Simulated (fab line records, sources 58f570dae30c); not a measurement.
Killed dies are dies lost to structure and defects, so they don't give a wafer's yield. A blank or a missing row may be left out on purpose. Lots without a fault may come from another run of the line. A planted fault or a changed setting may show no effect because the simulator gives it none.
fab line records | flow berkeley_cmos170
record lots=6 wafers=18 last_day=13
route steps=331 shown ZERO@11 NWELL@14
lots that met no fault: from a run of the same line without faults
start_h: hours from the record's first day to the start of the lot's first wafer shown | wait_h: hours since the lot's step before | " the same as in the row above | L1.1+2: a row that stands for several wafers | - no value, or no start given | * or withheld: withheld | < > ~ a bound
route shown NAME@n: a module of which the file shows steps, and the number in the route of the first | usual: mean/standard deviation of fault-free wafers | same: alike in all rows | chamber/n: place in a boat | sites: the reading at each site | _std_site: their standard deviation | _edge_site: outer sites' mean less inner sites' | radius_mm: how far each site lies from the wafer's centre | mask NAME#n: copy n | behind: the tool/chamber that last shaped the wafer | hold: why the lot was held/for how many hours/how that ended | device: the transistor (n, p or np) that didn't switch | end of line: the same wafers' tests at the end of the route | a step without rows: its recipe alone | killed: dies lost to structure and defects at the first sort, not the wafer's yield | map: a wafer's dies, x killed, . not, _ none there
set.NAME: the setting as run; set.NAME@STEP: as run at that earlier step | model.NAME: the simulator's own value behind a step, which no gauge read
lots at some steps of the route; a table a step, a row a wafer
services: from which hour (start_h, from the record's first day; less than 0 if before it) a tool's chamber was out of use, for how many hours, and why
## steps
# step UCB170_ZERO_DEVELOP_05
# recipe developer=TMAH develop_time_s=45 resist=KrF dev_temp_c=21
# step UCB170_ZERO_ETCH_06
# recipe chemistry=CHF3/CF4/Ar target=SiO2 time_s=12 pressure_mtorr=100 rf_w=500 CHF3_flow_sccm=50 cf4_flow_sccm=10 Ar_flow_sccm=120 over_etch_frac=1.58
# usual CHF3_flow_sccm=50.00/0.17 drypump_motor_current_A=6.1/0.4 oes_product_au=0.619/0.0086 throttle_valve_pct=9.19/0.15
# columns lot.wafer tool chamber start_h wait_h CHF3_flow_sccm drypump_motor_current_A oes_product_au rf_hours_counter_h throttle_valve_pct
L930.2 rie_diel-02 1 23.82 - 50.02 6.1 0.626 40 9.14
L930.4 " 0 " " 50.15 6.3 0.603 167 9.11
L930.6 " 3 " " 49.99 6.4 0.625 - 9.35
L935.1 rie_diel-01 2 53.07 - 50.38 6.6 0.615 142 9.13
L935.2 " 1 " " 50.03 6.3 0.634 130 9.46
L935.3 " 3 " " 49.96 5.8 0.606 133 9.25
L936.2 rie_diel-03 2 53.34 - 49.70 6.2 0.606 121 9.22
L936.3 " 0 " " 49.92 5.2 0.611 6 9.26
L936.5 " 3 " " 50.24 5.5 0.629 - 9.22
L945.2 rie_diel-01 2 105.30 - 50.03 6.6 0.628 145 9.13
L945.3 " 1 " " 49.89 6.3 0.628 132 9.47
L945.5 " 3 " " 50.21 5.8 0.616 - 9.24
L950.3 rie_diel-03 1 124.97 - 49.81 5.8 0.604 82 9.09
L950.4 " 0 " " 50.58 5.2 0.599 10 9.27
L950.6 " 0 " " 50.03 5.2 0.605 - 9.27
L952.2 rie_diel-02 0 135.31 - 50.27 6.3 0.617 3 9.13
L952.4 " 2 " " 49.93 5.9 0.615 125 8.94
L952.6 " 0 " " 50.03 6.3 0.625 - 9.12
# step UCB170_ZERO_STRIP_07
# recipe chemistry=O2 power_w=400 pressure_mtorr=3500 platen_temp_c=withheld o2_flow_sccm=400 overash_fraction=0.5
# usual drypump_motor_current_A=5.9/0.4 oes_product_au=0.726/0.0042 strip_time_to_endpoint_s=21.46/0.064
# same overash_fraction=0.5
# columns lot.wafer tool chamber start_h wait_h drypump_motor_current_A oes_product_au rf_hours_counter_h strip_time_to_endpoint_s
L930.2 plasma_asher-01 0 23.85 0.0 5.7 0.719 27 21.57
L930.4 " 0 " " 5.7 0.724 - 21.45
L930.6 " 0 " " 5.7 0.729 - 21.52
L935.1 plasma_asher-04 0 53.09 0.0 5.6 0.733 31 21.47
L935.2 " 1 " " 5.4 0.722 31 21.51
L935.3 " 1 " " 5.5 0.730 - 21.39
L936.2 plasma_asher-03 0 53.37 0.0 6.6 0.726 25 21.43
L936.3 " 1 " " 5.7 0.725 - 21.39
L936.5 " 0 " " 6.6 0.735 - 21.37
L945.2 plasma_asher-03 0 105.32 0.0 6.6 0.722 31 21.48
L945.3 " 0 " " 6.6 0.724 - 21.50
L945.5 " 1 " " 5.7 0.716 - 21.41
L950.3 plasma_asher-01 1 125.03 0.0 6.2 0.727 - 21.42
L950.4 " 0 " " 5.7 0.721 - 21.43
L950.6 " 0 " " 5.7 0.727 - 21.39
L952.2 plasma_asher-04 1 135.38 0.0 5.5 0.726 2 21.46
L952.4 " 1 " " 5.5 0.725 - 21.45
L952.6 " 1 " " 5.4 0.725 - 21.42
# step UCB170_NWELL_WET_ETCH_00
# recipe chemistry=dHF dilution=25:1 target=SiO2 temp_c=25 time_s=200
# step UCB170_NWELL_OXIDATION_01
# recipe temp_c=1000 ambient=O2 target_thk_a=264 ox_time_s=1260
# step UCB170_NWELL_THK_MEAS_02
# recipe reads=SiO2_of_NWELL_OXIDATION_01
# usual NWELL_OXIDE_THK=26.4/0.56
# columns lot.wafer tool chamber start_h wait_h NWELL_OXIDE_THK[nm]
L930.2 film_metro-04 - 27.23 0.0 26.3
L930.4 " - " " 26.2
L930.6 " - " " 26.1
L935.1 film_metro-04 - 57.87 0.0 26.1
L935.2 " - " " 26.2
L935.3 " - " " 26.3
L936.2 film_metro-02 - 57.88 0.0 27.3
L936.3 " - " " 26.4
L936.5 " - " " 26.7
L945.2 film_metro-02 - 111.91 0.0 24.9
L945.3 " - " " 25.2
L945.5 " - " " 25.3
L950.3 film_metro-04 - 132.59 0.0 27.0
L950.4 " - " " 26.8
L950.6 " - " " 26.7
L952.2 film_metro-04 - 140.53 0.0 26.6
L952.4 " - " " 26.8
L952.6 " - " " 26.7
# step UCB170_NWELL_ANNEAL_03
# recipe temp_c=1000 time_s=900 ambient=N2
# step UCB170_NWELL_CVD_04
# recipe material=Si3N4 target_thk_nm=224 temp_c=800 precursor=SiH2Cl2/NH3 time_s=3360 pressure_mtorr=200 sih2cl2_flow_sccm=25 nh3_flow_sccm=75
# step UCB170_NWELL_THK_MEAS_05
# recipe reads=Si3N4_of_NWELL_CVD_04
# usual NWELL_NITRIDE_THK=225.6/2
# columns lot.wafer tool chamber start_h wait_h NWELL_NITRIDE_THK[nm]
L930.2 film_metro-03 - 35.25 0.0 229.1
L930.4 " - " " 227.9
L930.6 " - " " 225.7
L935.1 film_metro-02 - 64.97 0.0 224.3
L935.2 " - " " 224.4
L935.3 " - " " 224.0
L936.2 film_metro-04 - 64.98 0.0 224.1
L936.3 " - " " 225.6
L936.5 " - " " 224.3
L945.2 film_metro-04 - 120.95 0.0 228.0
L945.3 " - " " 229.7
L945.5 " - " " 228.0
L950.3 film_metro-03 - 144.45 0.0 224.1
L950.4 " - " " 222.9
L950.6 " - " " 225.8
L952.2 film_metro-02 - 150.20 0.0 224.9
L952.4 " - " " 225.6
L952.6 " - " " 225.3
# step UCB170_NWELL_HMDS_06
# recipe prime_time_s=60 prime_temp_c=100
# step UCB170_NWELL_COAT_07
# recipe resist=KrF spin_rpm=1500 resist_thk_nm=909.2
# step UCB170_NWELL_SOFTBAKE_08
# recipe resist=KrF temp_c=130 time_s=60
# step UCB170_NWELL_EXPOSE_09
# recipe mask_id=NWELL target_cd_nm=3000 na=0.5 sigma_outer=0.6 source_shape=conventional dose_mj=25
# usual exposure_dose_mJ_cm2=24.997/0.025 focus_offset_nm=0.0/0.55
# columns lot.wafer tool chamber start_h wait_h mask exposure_dose_mJ_cm2 focus_offset_nm
L930.2 krf_scanner-02 0 36.27 0.2 NWELL#0 25.013 0.5
L930.4 " 0 " " NWELL#0 24.989 -0.4
L930.6 " 0 " " NWELL#0 24.984 -0.5
L935.1 krf_scanner-02 - 65.50 - NWELL#0 - -
L935.2 " - " " NWELL#0 - -
L935.3 " - " " NWELL#0 - -
L936.2 krf_scanner-01 - 66.07 0.2 NWELL#0 - -
L936.3 " - " " NWELL#0 - -
L936.5 " - " " NWELL#0 - -
L945.2 krf_scanner-02 0 121.47 0.1 NWELL#0 25.018 1.2
L945.3 " 0 " " NWELL#0 24.991 0.4
L945.5 " 0 " " NWELL#0 25.014 -0.2
L950.3 krf_scanner-01 0 145.29 0.2 NWELL#0 24.997 0.4
L950.4 " 0 " " NWELL#0 25.007 0.1
L950.6 " 0 " " NWELL#0 24.987 -0.1
L952.2 krf_scanner-02 0 151.17 0.4 NWELL#0 24.983 0.3
L952.4 " 0 " " NWELL#0 25.005 0.0
L952.6 " 0 " " NWELL#0 24.988 0.4
# step UCB170_NWELL_PEB_10
# recipe peb_temp_c=130 peb_time_s=withheld resist=KrF
## services
# columns tool chamber start_h hours kind
krf_scanner-02 - 14.17 3.6 pm
krf_scanner-02 - 22.13 1.3 pm
krf_scanner-01 - 29.85 1.4 repair
krf_scanner-01 - 37.49 1.3 pm
krf_scanner-02 0 43.27 - calibration
rie_diel-02 1 45.50 5.6 repair
rie_diel-03 1 48.97 8.5 repair
rie_diel-01 0 51.39 72.0 repair
rie_diel-02 0 69.54 - clean
rie_diel-02 0 69.54 13.6 scheduled_down
rie_diel-02 0 69.54 13.6 vent_cycle
krf_scanner-01 - 71.60 1.0 pm
rie_diel-03 3 107.63 1.3 repair
plasma_asher-04 - 108.75 9.0 pm
plasma_asher-04 0 108.75 9.0 vent_cycle
plasma_asher-03 - 111.45 2.8 pm
krf_scanner-02 - 113.28 1.0 pm
plasma_asher-03 - 115.00 2.3 repair
rie_diel-03 - 128.35 2.8 pm
rie_diel-03 - 133.22 0.9 repair
krf_scanner-02 - 138.84 0.8 pm
rie_diel-03 1 141.34 2.6 repair
rie_diel-02 3 142.99 8.2 repair
rie_diel-02 1 147.79 24.1 repair
## key
first_sign step=UCB170_NWELL_EXPOSE_09 reading=tool_record direction=missing
effect none on later readings
met_at UCB170_NWELL_EXPOSE_09
struck_wafers L935.1,L935.2,L935.3,L936.2,L936.3,L936.5
later_rows_left_out L935.1,L935.2,L935.3,L936.2,L936.3,L936.5
sort_left_out L935.1,L935.2,L935.3,L936.2,L936.3,L936.5
tester_left_out L935,L936
onset_between 36.27 65.50
fault kind=skipped_step_whole tool=krf_scanner-01,krf_scanner-02 chamber=- onset_h=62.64 steps=UCB170_NWELL_EXPOSE_09 scope=struck_lots_only
# tester_left_out: of these lots the tester's yield and bins aren't shown, on N5 and GAA mostly nor the transistor test; their killed dies are dies lost to structure and defects alone, not to doping, threshold or leakage, so they don't give the yield
# sort_left_out: the simulated sort isn't trusted on such a fault, so these wafers' sort isn't shown, and their yield isn't known
# later_rows_left_out: the simulator's readings of these wafers behind a module that went badly wrong aren't trusted and aren't shown, but for the sort
